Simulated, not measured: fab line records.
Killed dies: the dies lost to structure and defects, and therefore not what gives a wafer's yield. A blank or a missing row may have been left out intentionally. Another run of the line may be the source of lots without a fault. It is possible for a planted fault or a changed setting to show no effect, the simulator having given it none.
The tool behind it: which one? / flow ritCmos / 14 lots, 42 wafers sampled, at 4 steps of a route of 202

== WHAT THE GAUGES SHOWED, per wafer ==
RIT_NWELL_OVL_MEAS_06. Usual: NWELL_OVL gives 0.0 nm (standard deviation 1.3).
lot=L481; measured=day 1 21:59; on=overlay-02; NWELL_OVL (nm)=-1.6 1.5 1.4; flag=
lot=L482; measured=day 2 03:17; on=overlay-02; NWELL_OVL (nm)=1.3 0.4 0.6; flag=
lot=L485; measured=day 2 19:52; on=overlay-01; NWELL_OVL (nm)=2.8 -0.3 1.5; flag=
lot=L488; measured=day 3 15:17; on=overlay-01; NWELL_OVL (nm)=-1.2 0.4 0.2; flag=
lot=L489; measured=day 3 17:19; on=overlay-01; NWELL_OVL (nm)=2.0 1.2 0.7; flag=
lot=L490; measured=day 3 21:11; on=overlay-01; NWELL_OVL (nm)=-0.4 -1.9 1.5; flag=
lot=L491; measured=day 4 01:43; on=overlay-02; NWELL_OVL (nm)=-0.9 -2.0 -1.2; flag=
lot=L495; measured=day 5 00:29; on=overlay-01; NWELL_OVL (nm)=-0.9 0.6 0.2; flag=
lot=L496; measured=day 5 03:19; on=overlay-02; NWELL_OVL (nm)=0.8 1.1 1.0; flag=
lot=L499; measured=day 5 17:34; on=overlay-01; NWELL_OVL (nm)=-2.4 -1.2 -1.1; flag=
lot=L500; measured=day 5 21:05; on=overlay-01; NWELL_OVL (nm)=1.9 1.7 2.5; flag=
lot=L501; measured=day 6 01:49; on=overlay-02; NWELL_OVL (nm)=-2.4 0.8 -1.4; flag=
lot=L502; measured=day 6 07:45; on=overlay-02; NWELL_OVL (nm)=1.1 0.6 0.5; flag=
lot=L503; measured=day 6 11:44; on=overlay-02; NWELL_OVL (nm)=-0.5 -2.7 -0.4; flag=

RIT_NSD_TW_MEAS_10. Usual: NSD_TW gives 3114 (standard deviation 29).
lot=L481; measured=day 3 04:25; on=filmMetro-04; NSD_TW=3144 3143 3142; flag=
lot=L482; measured=day 3 10:01; on=filmMetro-04; NSD_TW=3135 3148 3130; flag=
lot=L485; measured=day 4 05:20; on=filmMetro-02; NSD_TW=3093 3097 3101; flag=
lot=L488; measured=day 4 23:02; on=filmMetro-02; NSD_TW=3073 3089 3090; flag=
lot=L489; measured=day 5 01:56; on=filmMetro-03; NSD_TW=3106 3093 3109; flag=
lot=L490; measured=day 5 04:37; on=filmMetro-03; NSD_TW=3098 3107 3093; flag=
lot=L491; measured=day 5 08:48; on=filmMetro-03; NSD_TW=3102 3104 3083; flag=
lot=L495; measured=day 6 05:23; on=filmMetro-03; NSD_TW=3096 3084 3101; flag=
lot=L496; measured=day 6 07:51; on=filmMetro-02; NSD_TW=3109 3092 3097; flag=
lot=L499; measured=day 6 22:43; on=filmMetro-04; NSD_TW=3154 3157 3159; flag=
lot=L500; measured=day 7 00:58; on=filmMetro-03; NSD_TW=3121 3109 3120; flag=
lot=L501; measured=day 7 08:07; on=filmMetro-03; NSD_TW=3112 3103 3118; flag=
lot=L502; measured=day 7 13:10; on=filmMetro-03; NSD_TW=3102 3111 3101; flag=
lot=L503; measured=day 7 15:20; on=filmMetro-03; NSD_TW=3097 3098 3105; flag=

RIT_CONTACT_OVL_MEAS_09. Usual: CONTACT_OVL gives -0.2 nm (standard deviation 1.3).
lot=L481; measured=day 3 08:47; on=overlay-01; CONTACT_OVL (nm)=-0.7 -0.5 -1.0; flag=
lot=L482; measured=day 3 14:25; on=overlay-01; CONTACT_OVL (nm)=0.7 -0.1 -1.8; flag=
lot=L485; measured=day 4 09:40; on=overlay-01; CONTACT_OVL (nm)=-1.5 -0.9 1.0; flag=
lot=L488; measured=day 5 03:23; on=overlay-01; CONTACT_OVL (nm)=0.7 0.9 1.5; flag=
lot=L489; measured=day 5 06:09; on=overlay-01; CONTACT_OVL (nm)=-0.1 -1.1 -0.1; flag=
lot=L490; measured=day 5 08:58; on=overlay-02; CONTACT_OVL (nm)=-1.2 -0.6 1.3; flag=
lot=L491; measured=day 5 13:20; on=overlay-02; CONTACT_OVL (nm)=0.2 0.1 -0.1; flag=
lot=L495; measured=day 6 09:29; on=overlay-02; CONTACT_OVL (nm)=1.4 0.6 1.8; flag=
lot=L496; measured=day 6 12:16; on=overlay-02; CONTACT_OVL (nm)=-1.2 -1.5 -2.3; flag=
lot=L499; measured=day 7 03:23; on=overlay-02; CONTACT_OVL (nm)=0.1 0.6 -0.9; flag=
lot=L500; measured=day 7 05:26; on=overlay-02; CONTACT_OVL (nm)=-0.9 -2.1 -1.7; flag=
lot=L501; measured=day 7 12:38; on=overlay-01; CONTACT_OVL (nm)=1.3 0.6 2.9; flag=
lot=L502; measured=day 7 17:23; on=overlay-02; CONTACT_OVL (nm)=1.0 -0.3 0.1; flag=
lot=L503; measured=day 7 19:37; on=overlay-02; CONTACT_OVL (nm)=-2.2 -0.5 -0.5; flag=

== TOOL THAT RAN EACH LOT (tool first, then ch and the chambers of the sampled wafers, then the start) ==
lot=L481; RIT_NRETRO_IMPLANT_08=implanter-03 ch 0, day 2 07:53
lot=L482; RIT_NRETRO_IMPLANT_08=implanter-02 ch 0, day 2 12:48
lot=L485; RIT_NRETRO_IMPLANT_08=implanter-03 ch 0, day 3 08:08
lot=L488; RIT_NRETRO_IMPLANT_08=implanter-02 ch 0, day 4 01:02
lot=L489; RIT_NRETRO_IMPLANT_08=implanter-03 ch 0, day 4 03:26
lot=L490; RIT_NRETRO_IMPLANT_08=implanter-03 ch 0, day 4 08:05
lot=L491; RIT_NRETRO_IMPLANT_08=implanter-03 ch 0, day 4 11:59
lot=L495; RIT_NRETRO_IMPLANT_08=implanter-04 ch 0, day 5 09:21
lot=L496; RIT_NRETRO_IMPLANT_08=implanter-02 ch 0, day 5 13:14
lot=L499; RIT_NRETRO_IMPLANT_08=implanter-04 ch 0, day 6 02:18
lot=L500; RIT_NRETRO_IMPLANT_08=implanter-04 ch 0, day 6 07:26
lot=L501; RIT_NRETRO_IMPLANT_08=implanter-02 ch 0, day 6 10:33
lot=L502; RIT_NRETRO_IMPLANT_08=implanter-02 ch 0, day 6 16:34
lot=L503; RIT_NRETRO_IMPLANT_08=implanter-04 ch 0, day 6 21:37
- RIT_NRETRO_IMPLANT_08

== WHAT THE TOOLS THEMSELVES READ (means of the sampled wafers that have a number; where no wafer has one, the mark that the record gives instead) ==
RIT_NRETRO_IMPLANT_08. Usual: beamEnergyKeV 69.993, standard deviation 0.021; faradayCurrentUA 31.7, standard deviation 0.62; tiltDeg 7.001 degrees, standard deviation 0.021.
lot=L481; tool=implanter-03; beamEnergyKeV=70.006; faradayCurrentUA=31.2; tiltDeg (degrees)=6.987; flag=
lot=L482; tool=implanter-02; beamEnergyKeV=69.993; faradayCurrentUA=31.4; tiltDeg (degrees)=7.000; flag=
lot=L485; tool=implanter-03; beamEnergyKeV=69.978; faradayCurrentUA=31.3; tiltDeg (degrees)=7.010; flag=
lot=L488; tool=implanter-02; beamEnergyKeV=69.990; faradayCurrentUA=31.9; tiltDeg (degrees)=6.999; flag=
lot=L489; tool=implanter-03; beamEnergyKeV=69.984; faradayCurrentUA=31.6; tiltDeg (degrees)=7.015; flag=
lot=L490; tool=implanter-03; beamEnergyKeV=68.223; faradayCurrentUA=31.3; tiltDeg (degrees)=6.996; flag=OFF
lot=L491; tool=implanter-03; beamEnergyKeV=68.256; faradayCurrentUA=32.0; tiltDeg (degrees)=6.988; flag=OFF
lot=L495; tool=implanter-04; beamEnergyKeV=70.003; faradayCurrentUA=31.5; tiltDeg (degrees)=6.992; flag=
lot=L496; tool=implanter-02; beamEnergyKeV=69.996; faradayCurrentUA=32.5; tiltDeg (degrees)=7.012; flag=
lot=L499; tool=implanter-04; beamEnergyKeV=69.977; faradayCurrentUA=31.9; tiltDeg (degrees)=7.001; flag=
lot=L500; tool=implanter-04; beamEnergyKeV=69.975; faradayCurrentUA=32.0; tiltDeg (degrees)=6.996; flag=
lot=L501; tool=implanter-02; beamEnergyKeV=69.996; faradayCurrentUA=31.9; tiltDeg (degrees)=6.990; flag=
lot=L502; tool=implanter-02; beamEnergyKeV=69.993; faradayCurrentUA=31.5; tiltDeg (degrees)=6.989; flag=
lot=L503; tool=implanter-04; beamEnergyKeV=69.976; faradayCurrentUA=31.8; tiltDeg (degrees)=6.998; flag=

== THE ANSWER, worked out from the rows above alone ==
Rule: a lot counts as off when the mean over its wafers that have a number is more than 3 standard deviations away from the usual mean. A lot without any number at a reading at which 4 lots or more have one is off too. The other lots that the step has rows for count as sound. First the gauges in route order, then the tools' own readings, where a lot's mean is used as printed above. The first step at which some lot is off is used, and at that step the reading that is off furthest; a lot without a number counts as furthest.
Off, at RIT_NRETRO_IMPLANT_08 on beamEnergyKeV: L490, L491.
A tool fits if, at that step or a process step before it, it ran every lot that is off, and no sound lot after the first of them. One fits: RIT_NRETRO_IMPLANT_08 on implanter-03. Its last sound lot is L489 (day 4 03:26), its first lot that is off L490 (day 4 08:05): a fault that began between those two fits.
The tool's own readings at RIT_NRETRO_IMPLANT_08 bear it out: on the lots that are off they differ by more than 5 times the standard deviation of the sound lots' means. beamEnergyKeV reads 68.239 there against 69.989 on the sound lots.

== WHAT HAD BEEN PUT IN BY THE SIMULATOR ==
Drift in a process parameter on implanter-03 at RIT_NRETRO_IMPLANT_08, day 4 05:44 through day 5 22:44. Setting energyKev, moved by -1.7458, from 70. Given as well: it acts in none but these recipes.
Shown lots that were struck: L490, L491. The rule above reached the same finding.
